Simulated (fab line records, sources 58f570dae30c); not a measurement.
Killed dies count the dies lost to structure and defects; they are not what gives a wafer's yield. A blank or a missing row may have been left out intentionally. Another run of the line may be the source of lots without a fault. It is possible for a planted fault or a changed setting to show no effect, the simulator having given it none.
A single fault, viewed from 2 desks || flow berkeley cmos170 || each desk has only its own numbers; what lay behind them comes last

## METROLOGY DESK
Lot by lot, what the gauges showed, no matter which tool ran the lot: averages of those sampled wafers that carry a number. If a lot's mean is further than 4 standard deviations from the usual mean, the lot is out of limits and carries the mark OUT (the distance appears in the brackets).
Columns: A = ACTIVE_OXIDE_THK at UCB170_ACTIVE_THK_MEAS_03, usual 26.4 nm; B = GATE_OXIDE_THK at UCB170_GATE_THK_MEAS_02, usual 6.62 nm; C = PLDD_TW at UCB170_PLDD_TW_MEAS_11, usual 1007
{"lot": "L779", "first seen here": "day 4 07:17", "A": 26.2, "B": 6.64, "C": 1004}
{"lot": "L778", "first seen here": "day 4 13:08", "A": 27.1, "B": 6.70, "C": 1004}
{"lot": "L782", "first seen here": "day 5 03:32", "A": 26.4, "B": 6.62, "C": 1013}
{"lot": "L785", "first seen here": "day 5 18:05", "A": 25.7, "B": 6.88, "C": "1413 (+88) OUT"}
{"lot": "L786", "first seen here": "day 6 02:44", "A": 25.7, "B": 6.65, "C": "1419 (+90) OUT"}
{"lot": "L791", "first seen here": "day 6 17:44", "A": 26.9, "B": 6.74, "C": 1003}
{"lot": "L790", "first seen here": "day 6 17:46", "A": 27.4, "B": 6.54, "C": 1002}
{"lot": "L792", "first seen here": "day 7 09:28", "A": 26.7, "B": 6.67, "C": 1005}
{"lot": "L793", "first seen here": "day 8 02:10", "A": 26.8, "B": 6.35, "C": 1008}
{"lot": "L794", "first seen here": "day 8 02:10", "A": 26.5, "B": 6.56, "C": 1006}
{"lot": "L796", "first seen here": "day 8 13:50", "A": 26.9, "B": 6.60, "C": 1005}
{"lot": "L798", "first seen here": "day 8 13:51", "A": 25.9, "B": 6.53, "C": 1008}
{"lot": "L799", "first seen here": "day 9 06:32", "A": 26.0, "B": 6.53, "C": 1011}
{"lot": "L800", "first seen here": "day 9 06:32", "A": 26.8, "B": 6.73, "C": 1004}
Per this desk, out of limits: L785, L786; the first was L785, day 9 03:36 (PLDD_TW at UCB170_PLDD_TW_MEAS_11). Within limits: L779, L778, L782, L791, L790, L792, L793, L794, L796, L798, L799, L800.

## AT THE TOOL OWNER'S DESK: implanter-04
UCB170_PLDD_IMPLANT_08, tool's own readings: per-lot mean of the sampled wafers with a number, covering each lot this tool ran. If a lot's mean is further than 4 standard deviations from the usual mean, the lot is out of limits and carries the mark OUT (the distance appears in the brackets).
Columns: A = beam on s at UCB170_PLDD_IMPLANT_08, usual 10.03 s; B = dose ions cm2 at UCB170_PLDD_IMPLANT_08, usual 4.999e+13; C = faraday current uA at UCB170_PLDD_IMPLANT_08, usual 158.0
{"lot": "L782", "first seen here": "day 8 07:10", "A": 10.08, "B": 5.004e+13, "C": 157.5}
{"lot": "L785", "first seen here": "day 9 03:12", "A": "40.40 (+99 or more) OUT", "B": "2.500e+14 (+99 or more) OUT", "C": "196.5 (+13) OUT"}
{"lot": "L786", "first seen here": "day 9 09:53", "A": "40.77 (+99 or more) OUT", "B": "2.500e+14 (+99 or more) OUT", "C": "193.8 (+12) OUT"}
{"lot": "L800", "first seen here": "day 11 22:56", "A": 9.89, "B": 4.997e+13, "C": 160.2}
This desk's verdict: out of limits on L785, L786, starting with L785 at day 9 03:12 (beam on s at UCB170_PLDD_IMPLANT_08). Within limits: L782, L800.

## ALL TOGETHER
The tool owner's desk had the chance to raise an alarm at day 9 03:12 on L785, L786.
L785, L786 would have let the metrology desk raise an alarm at day 9 03:36.
Every lot named ran UCB170_PLDD_IMPLANT_08 on implanter-04.

## WHAT THE SIMULATOR HAD INSERTED
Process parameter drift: implanter-04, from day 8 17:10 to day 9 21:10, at UCB170_PLDD_IMPLANT_08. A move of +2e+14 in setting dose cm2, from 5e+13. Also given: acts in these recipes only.
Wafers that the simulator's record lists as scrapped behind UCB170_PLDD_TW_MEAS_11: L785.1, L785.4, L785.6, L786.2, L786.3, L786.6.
Lots struck among those shown: L785, L786.
Delay (hours) between the fault's onset and each desk's first out-of-limits reading: 10 at the tool owner's desk, 10 at the metrology desk.
